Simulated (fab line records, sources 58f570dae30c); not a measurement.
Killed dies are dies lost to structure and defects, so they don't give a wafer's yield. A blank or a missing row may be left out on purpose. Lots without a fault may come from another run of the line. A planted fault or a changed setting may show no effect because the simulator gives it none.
Which tool did it? | flow berkeley_cmos170 | 15 lots, 45 wafers sampled, at 7 steps of a route of 331

WHAT THE GAUGES READ, wafer by wafer
UCB170_PLDD_CD_MEAS_06: target cd 1200 nm. Usual: cd_nm 1199.9 nm, standard deviation 1.3.
lot  | measured     | on        | cd_nm (nm)           | flag
L861 | day 6 16:05  | cd_sem-01 | 1201.0 1200.8 1200.5 |
L862 | day 6 16:06  | cd_sem-02 | 1198.6 1198.5 1197.9 |
L860 | day 6 16:12  | cd_sem-01 | 1197.7 1201.1 1200.8 |
L866 | day 7 09:38  | cd_sem-01 | 1199.2 1200.1 1199.3 |
L867 | day 7 15:25  | cd_sem-02 | 1200.9 1202.2 1201.4 |
L869 | day 8 12:39  | cd_sem-02 | 1200.9 1200.0 1200.1 |
L871 | day 8 22:57  | cd_sem-02 | 1199.9 1199.2 1200.3 |
L872 | day 8 23:41  | cd_sem-01 | 1200.7 1201.0 1199.6 |
L876 | day 9 14:02  | cd_sem-01 | 1201.4 1201.2 1198.8 |
L877 | day 9 14:23  | cd_sem-01 | 1201.7 1200.4 1201.2 |
L875 | day 9 14:40  | cd_sem-01 | 1201.1 1200.5 1200.4 |
L874 | day 9 14:48  | cd_sem-01 | 1196.6 1198.0 1196.0 |
L880 | day 10 07:43 | cd_sem-01 | 1200.9 1202.4 1200.9 |
L878 | day 10 08:01 | cd_sem-01 | 1199.1 1200.3 1200.2 |
L882 | day 10 13:59 | cd_sem-01 | 1198.7 1197.7 1198.1 |

UCB170_PSD_CD_MEAS_06: target cd 1200 nm. Usual: cd_nm 1199.9 nm, standard deviation 1.4.
lot  | measured     | on        | cd_nm (nm)           | flag
L861 | day 7 02:19  | cd_sem-02 | 1202.1 1202.8 1202.9 |
L862 | day 7 02:28  | cd_sem-02 | 1198.1 1197.9 1197.2 |
L860 | day 7 02:23  | cd_sem-01 | 1197.5 1198.9 1198.8 |
L866 | day 7 17:53  | cd_sem-02 | 1201.3 1201.0 1200.8 |
L867 | day 8 00:58  | cd_sem-01 | 1200.0 1200.1 1200.6 |
L869 | day 8 19:25  | cd_sem-02 | 1200.7 1200.1 1200.2 |
L871 | day 9 06:26  | cd_sem-01 | 1197.7 1197.1 1199.4 |
L872 | day 9 06:39  | cd_sem-02 | 1198.8 1199.5 1197.7 |
L876 | day 9 22:20  | cd_sem-02 | 1200.0 1200.7 1201.3 |
L877 | day 9 22:35  | cd_sem-01 | 1199.1 1198.2 1198.4 |
L875 | day 9 22:19  | cd_sem-01 | 1200.3 1200.3 1200.2 |
L874 | day 9 22:53  | cd_sem-02 | 1201.1 1200.6 1201.8 |
L880 | day 10 17:38 | cd_sem-01 | 1199.8 1199.1 1199.8 |
L878 | day 10 17:30 | cd_sem-02 | 1199.3 1199.1 1201.3 |
L882 | day 10 21:50 | cd_sem-02 | 1200.9 1200.4 1201.5 |

UCB170_NSD_OVL_MEAS_07. Usual: NSD_OVL 0 nm, standard deviation 5.1.
lot  | measured     | on         | NSD_OVL (nm) | flag
L861 | day 7 03:59  | overlay-02 | -5 -6 -12    |
L862 | day 7 04:43  | overlay-02 | 9 11 9       |
L860 | day 7 04:41  | overlay-01 | 6 8 15       |
L866 | day 7 19:28  | overlay-01 | -3 2 2       |
L867 | day 8 03:25  | overlay-01 | 0 5 -3       |
L869 | day 8 22:56  | overlay-01 | -2 1 0       |
L871 | day 9 08:08  | overlay-02 | 9 10 4       |
L872 | day 9 08:25  | overlay-01 | 5 8 3        |
L876 | day 10 00:17 | overlay-01 | 3 2 1        |
L877 | day 10 00:35 | overlay-01 | -1 2 2       |
L875 | day 10 00:32 | overlay-02 | -4 -8 -7     |
L874 | day 10 00:50 | overlay-01 | 1 -4 -3      |
L880 | day 10 20:02 | overlay-02 | -4 -3 -4     |
L878 | day 10 19:47 | overlay-01 | 5 6 4        |
L882 | day 11 00:17 | overlay-01 | -6 -4 0      |

UCB170_NSD_TW_MEAS_10. Usual: NSD_TW 4195, standard deviation 22.
lot  | measured     | on            | NSD_TW         | flag
L861 | day 7 04:16  | film_metro-03 | 4224 4212 4207 |
L862 | day 7 05:00  | film_metro-04 | 4192 4221 4211 |
L860 | day 7 04:58  | film_metro-02 | 4198 4206 4166 |
L866 | day 7 19:45  | film_metro-04 | 4234 4200 4217 |
L867 | day 8 03:42  | film_metro-03 | 4219 4229 4213 |
L869 | day 8 23:14  | film_metro-02 | 4159 4156 4151 |
L871 | day 9 08:26  | film_metro-04 | 3867 3853 3867 | OFF
L872 | day 9 08:42  | film_metro-02 | 4186 4167 4183 |
L876 | day 10 00:34 | film_metro-02 | 4161 4189 4167 |
L877 | day 10 00:53 | film_metro-03 | 4213 4205 4209 |
L875 | day 10 00:50 | film_metro-04 | 3863 3887 3885 | OFF
L874 | day 10 01:08 | film_metro-04 | 3893 3869 3885 | OFF
L880 | day 10 20:20 | film_metro-04 | 4188 4183 4199 |
L878 | day 10 20:05 | film_metro-03 | 4197 4203 4223 |
L882 | day 11 00:35 | film_metro-04 | 4210 4219 4214 |

UCB170_SDANNEAL_RS_MEAS_03: measures by four-point-probe. Usual: NSD_RS 37.25 ohm/sq, standard deviation 0.087.
lot  | measured     | on            | NSD_RS (ohm/sq)   | flag
L861 | day 7 05:48  | film_metro-04 | 37.29 37.44 37.42 |
L862 | day 7 08:34  | film_metro-04 | 37.30 37.21 37.37 |
L860 | day 7 06:21  | film_metro-03 | 37.29 37.22 37.10 |
L866 | day 7 21:10  | film_metro-03 | 37.21 37.28 37.28 |
L867 | day 8 05:10  | film_metro-04 | 37.27 37.25 37.22 |
L869 | day 9 01:21  | film_metro-02 | 37.24 37.26 37.38 |
L871 | day 9 09:49  | film_metro-04 | 54.33 54.44 53.89 | OFF
L872 | day 9 10:00  | film_metro-03 | 37.25 37.21 37.30 |
L876 | day 10 01:48 | film_metro-03 | 37.42 37.17 37.31 |
L877 | day 10 02:24 | film_metro-03 | 37.05 37.13 37.14 |
L875 | day 10 02:13 | film_metro-02 | 54.02 54.18 53.68 | OFF
L874 | day 10 02:38 | film_metro-04 | 53.93 54.56 54.75 | OFF
L880 | day 10 21:49 | film_metro-04 | 37.26 37.41 37.24 |
L878 | day 10 21:27 | film_metro-03 | 37.31 37.22 37.13 |
L882 | day 11 02:08 | film_metro-04 | 37.15 37.20 37.28 |

WHICH TOOL RAN EACH LOT (tool, then ch and the chambers of the sampled wafers, then the start)
lot  | UCB170_NSD_IMPLANT_08           | UCB170_NSD_STRIP_09
L861 | implanter-01 ch 0, day 7 04:01  | plasma_asher-01 ch 0,1, day 7 04:10
L862 | implanter-02 ch 0, day 7 04:45  | plasma_asher-01 ch 0,1, day 7 04:54
L860 | implanter-03 ch 0, day 7 04:43  | plasma_asher-04 ch 0, day 7 04:52
L866 | implanter-01 ch 0, day 7 19:32  | plasma_asher-04 ch 0,1, day 7 19:40
L867 | implanter-02 ch 0, day 8 03:27  | plasma_asher-02 ch 0, day 8 03:36
L869 | implanter-01 ch 0, day 8 23:01  | plasma_asher-01 ch 0,1, day 8 23:08
L871 | implanter-01 ch 0, day 9 08:12  | plasma_asher-04 ch 0,1, day 9 08:19
L872 | implanter-02 ch 0, day 9 08:27  | plasma_asher-02 ch 0,1, day 9 08:36
L876 | implanter-03 ch 0, day 10 00:20 | plasma_asher-02 ch 0,1, day 10 00:28
L877 | implanter-02 ch 0, day 10 00:37 | plasma_asher-04 ch 0,1, day 10 00:46
L875 | implanter-01 ch 0, day 10 00:35 | plasma_asher-02 ch 0,1, day 10 00:44
L874 | implanter-01 ch 0, day 10 00:54 | plasma_asher-01 ch 0,1, day 10 01:01
L880 | implanter-02 ch 0, day 10 20:05 | plasma_asher-01 ch 0,1, day 10 20:14
L878 | implanter-03 ch 0, day 10 19:50 | plasma_asher-02 ch 0,1, day 10 19:58
L882 | implanter-03 ch 0, day 11 00:20 | plasma_asher-01 ch 0,1, day 11 00:29
- UCB170_NSD_IMPLANT_08
- UCB170_NSD_STRIP_09: strips in O2.

WHAT THE TOOLS THEMSELVES READ (means of the sampled wafers that have a number; where no wafer has one, the mark that the record gives instead)
UCB170_NSD_IMPLANT_08. Usual: beam_on_s 9.99 s, standard deviation 0.2; dose_ions_cm2 3e+15, standard deviation 3.2e+12; end_station_pressure_torr 1.25e-05 Torr, standard deviation 7.1e-07; faraday_current_uA 9267, standard deviation 180.
lot  | tool         | beam_on_s (s) | dose_ions_cm2 | end_station_pressure_torr (Torr) | faraday_current_uA | flag
L861 | implanter-01 | 9.93          | 3e+15         | 1.32e-05                         | 9323               |
L862 | implanter-02 | 10.10         | 3e+15         | 1.23e-05                         | 9166               |
L860 | implanter-03 | 9.94          | 3e+15         | 1.23e-05                         | 9307               |
L866 | implanter-01 | 9.76          | 3e+15         | 1.28e-05                         | 9447               |
L867 | implanter-02 | 9.94          | 3e+15         | 1.23e-05                         | 9311               |
L869 | implanter-01 | 10.07         | 3e+15         | 1.25e-05                         | 9207               |
L871 | implanter-01 | 9.96          | 2e+15         | 9.17e-06                         | 5088               | OFF
L872 | implanter-02 | 9.81          | 3e+15         | 1.25e-05                         | 9434               |
L876 | implanter-03 | 10.02         | 3e+15         | 1.23e-05                         | 9236               |
L877 | implanter-02 | 9.94          | 3e+15         | 1.23e-05                         | 9317               |
L875 | implanter-01 | 10.22         | 2e+15         | 9.03e-06                         | 4962               | OFF
L874 | implanter-01 | 10.16         | 2e+15         | 9.37e-06                         | 4991               | OFF
L880 | implanter-02 | 9.87          | 3e+15         | 1.31e-05                         | 9391               |
L878 | implanter-03 | 10.08         | 3e+15         | 1.31e-05                         | 9159               |
L882 | implanter-03 | 9.98          | 3e+15         | 1.30e-05                         | 9277               |

UCB170_NSD_STRIP_09. Usual: drypump_motor_current_A 5.6 A, standard deviation 0.45; oes_product_au 0.532 a.u., standard deviation 0.0048; strip_time_to_endpoint_s 35.63 s, standard deviation 0.058.
lot  | tool            | drypump_motor_current_A (A) | oes_product_au (a.u.) | strip_time_to_endpoint_s (s) | flag
L861 | plasma_asher-01 | 5.9                         | 0.529                 | 35.71                        |
L862 | plasma_asher-01 | 5.4                         | 0.534                 | 35.65                        |
L860 | plasma_asher-04 | 5.7                         | 0.529                 | 35.65                        |
L866 | plasma_asher-04 | 5.5                         | 0.533                 | 35.60                        |
L867 | plasma_asher-02 | 5.2                         | 0.532                 | 35.63                        |
L869 | plasma_asher-01 | 5.4                         | 0.528                 | 35.63                        |
L871 | plasma_asher-04 | 5.5                         | 0.588                 | 30.00                        | OFF
L872 | plasma_asher-02 | 5.6                         | 0.531                 | 35.60                        |
L876 | plasma_asher-02 | 5.6                         | 0.534                 | 35.56                        |
L877 | plasma_asher-04 | 5.5                         | 0.529                 | 35.63                        |
L875 | plasma_asher-02 | 5.6                         | 0.585                 | 30.09                        | OFF
L874 | plasma_asher-01 | 5.9                         | 0.585                 | 30.04                        | OFF
L880 | plasma_asher-01 | 5.9                         | 0.534                 | 35.63                        |
L878 | plasma_asher-02 | 5.4                         | 0.530                 | 35.64                        |
L882 | plasma_asher-01 | 5.9                         | 0.533                 | 35.67                        |

THE ANSWER, worked out from the rows above alone
Rule: a lot is off if the mean of its wafers that have a number lies more than 3 standard deviations from the usual mean. A lot without any number at a reading at which 4 lots or more have one is off too. The other lots that the step has rows for count as sound. The gauges are gone through in route order, then the tools' own readings, and for those a lot's mean is taken as printed above. The first step at which some lot is off is used, and at that step the reading that is off furthest; a lot without a number counts as furthest.
Off: L871, L875, L874, at UCB170_NSD_TW_MEAS_10 (NSD_TW).
A tool fits if, at a process step before that reading, it ran every lot that is off, and no sound lot after the first of them. The gauges at UCB170_NSD_TW_MEAS_10 aren't tried: what is off there is off at UCB170_NSD_IMPLANT_08 too, on other tools, and a gauge's error can't cause that. One fits: implanter-01 at UCB170_NSD_IMPLANT_08. Its last sound lot is L869 (day 8 23:01), its first lot that is off L871 (day 9 08:12): a fault that began between those two fits.
The tool's own readings at UCB170_NSD_IMPLANT_08 bear it out: on the lots that are off they differ by more than 5 times the standard deviation of the sound lots' means. dose_ions_cm2 reads 2e+15 there against 3e+15 on the sound lots; end_station_pressure_torr reads 9.19e-06 Torr there against 1.26e-05 Torr on the sound lots; faraday_current_uA reads 5014 there against 9298 on the sound lots.

WHAT THE SIMULATOR HAD PUT IN
Process parameter drift: implanter-01, from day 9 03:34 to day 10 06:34, at UCB170_NSD_IMPLANT_08. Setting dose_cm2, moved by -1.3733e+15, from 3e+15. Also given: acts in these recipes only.
Lots struck among those shown: L871, L875, L874. The rule above found the same.
